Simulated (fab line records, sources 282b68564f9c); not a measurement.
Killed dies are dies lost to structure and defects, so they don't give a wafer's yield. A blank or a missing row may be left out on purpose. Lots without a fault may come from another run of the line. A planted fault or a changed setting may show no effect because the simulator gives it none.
fab line records | flow rit_cmos
record lots=6 wafers=18 last_day=7
route steps=202 shown CONTACT@168 M1@202
lots that met no fault: from a run of the same line without faults
start_h: hours from the record's first day to the start of the lot's first wafer shown | wait_h: hours since the lot's step before | " the same as in the row above | L1.1+2: a row that stands for several wafers | - no value, or no start given | * or withheld: withheld | < > ~ a bound
route shown NAME@n: a module of which the file shows steps, and the number in the route of the first | usual: mean/standard deviation of fault-free wafers | same: alike in all rows | chamber/n: place in a boat | sites: the reading at each site | _std_site: their standard deviation | _edge_site: outer sites' mean less inner sites' | radius_mm: how far each site lies from the wafer's centre | mask NAME#n: copy n | behind: the tool/chamber that last shaped the wafer | hold: why the lot was held/for how many hours/how that ended | device: the transistor (n, p or np) that didn't switch | end of line: the same wafers' tests at the end of the route | a step without rows: its recipe alone | killed: dies lost to structure and defects at the first sort, not the wafer's yield | map: a wafer's dies, x killed, . not, _ none there
set.NAME: the setting as run; set.NAME@STEP: as run at that earlier step | model.NAME: the simulator's own value behind a step, which no gauge read
lots at some steps of the route; a table a step, a row a wafer
services: from which hour (start_h, from the record's first day; less than 0 if before it) a tool's chamber was out of use, for how many hours, and why
## steps
# step RIT_CONTACT_CVD_00
# recipe material=SiO2 target_thk_nm=400 precursor=TEOS temp_c=390 time_s=61 rf_w=400
# usual heater_power_w=334/48 susceptor_temp_C=390.01/0.22
# same time_s=61
# columns lot.wafer tool chamber start_h wait_h heater_power_w susceptor_temp_C
L141.1 pecvd-01 1 72.37 0.1 240 390.04
L141.3 " 0 " " 408 390.15
L141.5 " 1 " " 256 390.25
L143.3 pecvd-02 2 84.63 0.0 370 389.83
L143.4 " 1 " " 220 389.56
L143.5 " 2 " " 395 389.69
L144.1 pecvd-01 1 87.63 0.1 233 389.96
L144.2 " 2 " " 300 389.82
L144.5 " 2 " " 309 389.89
L147.3 pecvd-02 2 105.75 0.1 346 389.70
L147.4 " 1 " " 218 390.20
L147.5 " 2 " " 367 390.05
L157.2 pecvd-03 2 156.33 0.0 288 390.11
L157.3 " 0 " " 317 389.82
L157.4 " 2 " " 306 390.14
L158.1 pecvd-01 0 157.88 0.1 386 389.79
L158.5 " 1 " " 300 390.32
L158.6 " 0 " " 397 389.99
# step RIT_CONTACT_THK_MEAS_01
# recipe reads=SiO2_of_CONTACT_CVD_00
# usual CONTACT_TEOS_THK=399/5
# columns lot.wafer tool chamber start_h wait_h CONTACT_TEOS_THK[nm]
L141.1 film_metro-01 - 72.42 0.0 397
L141.3 " - " " 400
L141.5 " - " " 405
L143.3 film_metro-04 - 84.70 0.0 399
L143.4 " - " " 400
L143.5 " - " " 406
L144.1 film_metro-01 - 87.68 0.0 397
L144.2 " - " " 402
L144.5 " - " " 408
L147.3 film_metro-04 - 105.82 0.0 400
L147.4 " - " " 398
L147.5 " - " " 402
L157.2 film_metro-02 - 156.39 0.0 391
L157.3 " - " " 394
L157.4 " - " " 398
L158.1 film_metro-02 - 157.93 0.0 397
L158.5 " - " " 400
L158.6 " - " " 403
# step RIT_CONTACT_HMDS_02
# recipe prime_time_s=60 prime_temp_c=140
# step RIT_CONTACT_COAT_03
# recipe resist=NOVOLAK spin_rpm=3250 resist_thk_nm=981
# step RIT_CONTACT_SOFTBAKE_04
# recipe resist=NOVOLAK temp_c=90 time_s=60
# step RIT_CONTACT_EXPOSE_05
# recipe mask_id=M11 na=0.6 source_shape=conventional sigma_outer=0.5 target_cd_nm=1000 dose_mj=250
# step RIT_CONTACT_PEB_06
# recipe resist=NOVOLAK temp_c=withheld time_s=withheld
# step RIT_CONTACT_DEVELOP_07
# recipe resist=NOVOLAK develop_time_s=120 dev_temp_c=23
# step RIT_CONTACT_CD_MEAS_08
# recipe target_cd_nm=1000
# usual cd_nm=999.5/2.1
# columns lot.wafer tool chamber start_h wait_h cd_nm
L141.1 cd_sem-02 - 73.48 - 1002.8
L141.3 " - " " 1004.0
L141.5 " - " " 1004.4
L143.3 cd_sem-01 - 85.82 - 1001.9
L143.4 " - " " 1001.0
L143.5 " - " " 1002.4
L144.1 cd_sem-01 - 88.70 - 997.7
L144.2 " - " " 998.7
L144.5 " - " " 998.4
L147.3 cd_sem-01 - 106.87 - 998.8
L147.4 " - " " 1000.7
L147.5 " - " " 1001.0
L157.2 cd_sem-02 - 157.55 - 996.1
L157.3 " - " " 994.7
L157.4 " - " " 996.1
L158.1 cd_sem-02 - 158.96 - 1002.3
L158.5 " - " " 999.4
L158.6 " - " " 1001.1
# step RIT_CONTACT_OVL_MEAS_09
# usual CONTACT_OVL=0.1/1.5
# columns lot.wafer tool chamber start_h wait_h CONTACT_OVL[nm]
L141.1 overlay-02 - 73.60 0.1 0.6
L141.3 " - " " 1.4
L141.5 " - " " 0.8
L143.3 overlay-02 - 85.91 0.1 1.4
L143.4 " - " " 1.1
L143.5 " - " " 0.3
L144.1 overlay-01 - 88.82 0.1 -1.8
L144.2 " - " " -1.7
L144.5 " - " " -1.3
L147.3 overlay-02 - 106.96 0.1 0.3
L147.4 " - " " 0.9
L147.5 " - " " 1.8
L157.2 overlay-02 - 157.66 0.1 0.0
L157.3 " - " " -1.7
L157.4 " - " " -0.3
L158.1 overlay-02 - 159.08 0.1 0.1
L158.5 " - " " 1.3
L158.6 " - " " 0.6
# step RIT_CONTACT_HARDBAKE_10
# recipe resist=NOVOLAK temp_c=140 time_s=60
# step RIT_CONTACT_ETCH_11
# recipe target_depth_a=4800 over_etch_frac=0.2 stop_on=TiSi2 chemistry=CHF3/CF4/Ar target=SiO2 CHF3_flow_sccm=50 cf4_flow_sccm=10 Ar_flow_sccm=100 O2_flow_sccm=5 pressure_mtorr=100 rf_w=200 time_s=320
# usual drypump_motor_current_A=5.7/0.45 oes_product_au=0.994/0.016 throttle_valve_pct=8.90/0.14
# same time_s=320
# columns lot.wafer tool chamber start_h wait_h drypump_motor_current_A oes_product_au rf_hours_counter_h throttle_valve_pct
L141.1 rie_diel-02 0 73.79 0.1 6.2 1.007 4 9.17
L141.3 " 3 " " 5.3 1.023 132 9.03
L141.5 " 3 " " 5.3 1.017 - 9.04
L143.3 rie_diel-04 0 86.08 0.1 5.9 1.001 125 8.95
L143.4 " 2 " " 5.5 0.981 2 8.89
L143.5 " 2 " " 5.5 0.979 - 8.89
L144.1 rie_diel-01 2 89.01 0.1 5.2 0.993 113 8.85
L144.2 " 1 " " 5.3 0.994 73 8.77
L144.5 " 0 " " 5.7 0.969 - 8.67
L147.3 rie_diel-04 2 107.14 0.1 5.5 0.977 2 8.91
L147.4 " 3 " " 6.5 1.005 19 9.02
L147.5 " 0 " " 5.9 0.998 - 8.95
L157.2 rie_diel-01 3 157.84 0.1 4.9 0.980 1 8.87
L157.3 " 2 " " 5.3 0.982 114 8.83
L157.4 " 0 " " 5.7 0.967 111 8.68
L158.1 rie_diel-04 0 159.26 0.1 5.9 1.000 126 8.94
L158.5 " 3 " " 6.5 1.005 - 9.01
L158.6 " 2 " " 5.5 0.985 - 8.90
# step RIT_CONTACT_STRIP_12
# recipe chemistry=O2 time_s=180 resist=NOVOLAK platen_temp_c=withheld power_w=500 pressure_mtorr=4000 o2_flow_sccm=4000
# usual drypump_motor_current_A=5.4/0.49 run_length_s=208.4/0.45
# columns lot.wafer tool chamber start_h wait_h drypump_motor_current_A rf_hours_counter_h run_length_s
L141.1 plasma_asher-01 0 73.98 0.1 5.4 45 209.3
L141.3 " 1 " " 4.8 - 208.1
L141.5 " 0 " " 5.4 - 209.5
L143.3 plasma_asher-02 1 86.34 0.2 6.0 - 208.4
L143.4 " 0 " " 5.9 - 207.8
L143.5 " 1 " " 6.0 - 208.2
L144.1 plasma_asher-01 0 89.20 0.1 5.4 47 197.5
L144.2 " 1 " " 4.8 47 208.3
L144.5 " 1 " " 4.8 - 208.5
L147.3 plasma_asher-01 1 107.39 0.2 4.8 - 208.1
L147.4 " 0 " " 5.4 - 197.7
L147.5 " 0 " " 5.4 - 197.4
L157.2 plasma_asher-02 1 158.03 0.1 6.0 4 208.4
L157.3 " 1 " " 6.0 - 207.9
L157.4 " 0 " " 5.9 - 208.2
L158.1 plasma_asher-03 0 159.46 0.1 5.0 54 208.1
L158.5 " 1 " " 5.9 - 209.3
L158.6 " 0 " " 5.0 - 208.2
# step RIT_CONTACT_CD_MEAS_90
# recipe target_cd_nm=1000
# usual cd_nm=999.5/2.1
# columns lot.wafer tool chamber start_h wait_h cd_nm
L141.1 cd_sem-02 - 74.16 0.1 1003.5
L141.3 " - " " 1003.3
L141.5 " - " " 1004.0
L143.3 cd_sem-02 - 86.49 0.1 1002.5
L143.4 " - " " 1001.4
L143.5 " - " " 1002.2
L144.1 cd_sem-01 - 89.38 0.1 997.8
L144.2 " - " " 998.6
L144.5 " - " " 998.1
L147.3 cd_sem-02 - 107.55 0.1 998.7
L147.4 " - " " 999.8
L147.5 " - " " 1001.0
L157.2 cd_sem-01 - 158.23 0.1 995.7
L157.3 " - " " 995.0
L157.4 " - " " 995.4
L158.1 cd_sem-02 - 159.63 0.1 1002.7
L158.5 " - " " 999.0
L158.6 " - " " 1001.1
# step RIT_M1_PROBE_99
# usual killed_at_front_end=6.6/2.9 killed_dies=6.6/3 killed_on_rim=1.7/1.4 killed_open=3.4/2 killed_short=3.2/2
# same gross_dies=264 killed_at_M0_to_M3=0 killed_at_M4_up=0 killed_at_back_side=0 killed_at_contacts=0 killed_at_other=0
# columns lot.wafer tool chamber start_h wait_h killed_at_front_end killed_dies killed_on_rim killed_open killed_short
L141.1 prober-02 - 78.77 0.1 5 5 0 2 3
L141.3 prober-02 - 78.87 0.2 4 4 1 3 1
L141.5 prober-02 - 78.97 0.2 7 7 2 2 5
L143.3 prober-02 - 91.16 0.2 4 4 1 1 3
L143.4 prober-02 - 91.21 0.2 3 3 2 1 2
L143.5 prober-02 - 91.26 0.2 8 8 2 3 5
L144.1 prober-01 - 94.04 0.1 4 4 0 2 2
L144.2 prober-01 - 94.09 0.1 6 6 2 3 3
L144.5 prober-01 - 94.24 0.2 8 8 3 4 4
L147.3 prober-02 - 112.38 0.2 6 6 1 2 4
L147.4 prober-02 - 112.43 0.2 9 9 2 6 3
L147.5 prober-02 - 112.48 0.2 5 5 2 2 3
L157.2 prober-02 - 163.04 0.1 6 6 0 4 2
L157.3 prober-02 - 163.09 0.2 8 8 3 5 3
L157.4 prober-02 - 163.14 0.2 4 4 1 1 3
L158.1 prober-01 - 164.49 0.1 3 3 2 1 2
L158.5 prober-01 - 164.69 0.2 11 11 2 5 6
L158.6 prober-01 - 164.74 0.2 3 3 1 1 2
# killed by level:class
L141.1 GATE:geometric_particle:short=2 FOX1:geometric_particle:short=1 GATE:geometric_particle:open=1 REOX:geometric_particle:open=1
L141.3 FOX2:geometric_particle:open=2 ACTIVE:geometric_particle:short=1 GATE:geometric_particle:open=1
L141.5 GATE:geometric_particle:short=2 FOX1:geometric_particle:short=1 FOX2:geometric_particle:open=1 GATE:geometric_particle:open=1 SPACER:geometric_particle:short=1 SILICIDE:geometric_particle:short=1
L143.3 GATE:geometric_particle:short=3 GATE:geometric_particle:open=1
L143.4 GATE:geometric_particle:short=1 GATE:geometric_particle:open=1 SILICIDE:geometric_particle:short=1
L143.5 FOX1:geometric_particle:short=2 GATE:geometric_particle:open=2 SPACER:geometric_particle:short=2 FOX2:geometric_particle:open=1 GATE:geometric_particle:short=1
L144.1 SPACER:geometric_particle:open=2 FOX2:geometric_particle:short=1 SPACER:geometric_particle:short=1
L144.2 SILICIDE:geometric_particle:open=3 SPACER:geometric_particle:short=2 SILICIDE:geometric_particle:short=1
L144.5 REOX:geometric_particle:open=3 SPACER:geometric_particle:short=2 FOX2:geometric_particle:short=1 GATE:geometric_particle:short=1 SILICIDE:geometric_particle:open=1
L147.3 GATE:geometric_particle:short=4 GATE:geometric_particle:open=1 SPACER:geometric_particle:open=1
L147.4 GATE:geometric_particle:short=3 GATE:geometric_particle:open=2 FOX2:geometric_particle:open=1 REOX:geometric_particle:open=1 SPACER:geometric_particle:open=1 SILICIDE:geometric_particle:open=1
L147.5 FOX2:geometric_particle:short=2 FOX2:geometric_particle:open=1 GATE:geometric_particle:open=1 SILICIDE:geometric_particle:short=1
L157.2 GATE:geometric_particle:short=2 GATE:geometric_particle:open=1 REOX:geometric_particle:open=1 SPACER:geometric_particle:open=1 SILICIDE:geometric_particle:open=1
L157.3 GATE:geometric_particle:open=3 REOX:geometric_particle:open=2 FOX1:geometric_particle:short=1 GATE:geometric_particle:short=1 REOX:geometric_particle:short=1
L157.4 GATE:geometric_particle:short=1 REOX:geometric_particle:short=1 SPACER:geometric_particle:open=1 SPACER:geometric_particle:short=1
L158.1 FOX1:geometric_particle:short=1 GATE:geometric_particle:open=1 SPACER:geometric_particle:short=1
L158.5 GATE:geometric_particle:open=3 GATE:geometric_particle:short=2 REOX:geometric_particle:open=2 SPACER:geometric_particle:short=2 FOX1:geometric_particle:short=1 SILICIDE:geometric_particle:short=1
L158.6 FOX1:geometric_particle:short=1 GATE:geometric_particle:short=1 GATE:geometric_particle:open=1
## services
# columns tool chamber start_h hours kind
pecvd-01 - 65.49 6.0 pm
plasma_asher-03 - 68.20 8.0 repair
rie_diel-01 3 76.00 - clean
rie_diel-01 3 76.00 20.0 scheduled_down
rie_diel-01 3 76.00 20.0 vent_cycle
plasma_asher-01 - 90.33 1.3 repair
rie_diel-01 1 91.97 6.0 repair
pecvd-02 - 99.31 2.8 pm
rie_diel-01 0 99.73 3.7 repair
rie_diel-01 - 108.20 0.7 repair
plasma_asher-02 - 108.75 9.0 pm
plasma_asher-02 0 108.75 9.0 vent_cycle
plasma_asher-02 1 108.75 9.0 vent_cycle
plasma_asher-02 0 117.75 - clean
plasma_asher-02 1 117.75 - clean
rie_diel-01 1 123.27 3.6 repair
rie_diel-02 - 128.31 1.4 repair
rie_diel-02 2 131.29 5.3 repair
rie_diel-01 2 132.34 2.6 repair
plasma_asher-02 - 135.05 4.4 repair
pecvd-03 2 142.83 11.6 repair
## key
first_sign step=RIT_CONTACT_STRIP_12 reading=run_length_s direction=down sigmas=24 usual=* struck=*
effect none on later readings
met_at RIT_CONTACT_STRIP_12
struck_wafers L144.1,L147.4,L147.5
tester_left_out L144,L147
onset_between 73.98 89.20
fault kind=process_parameter_drift tool=plasma_asher-01 chamber=0 onset_h=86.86 steps=RIT_CONTACT_STRIP_12 channel=time_s offset=* shape=step end_h=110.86 acts_in=* stated=*
# tester_left_out: of these lots the tester's yield and bins aren't shown, on N5 and GAA mostly nor the transistor test; their killed dies are dies lost to structure and defects alone, not to doping, threshold or leakage, so they don't give the yield
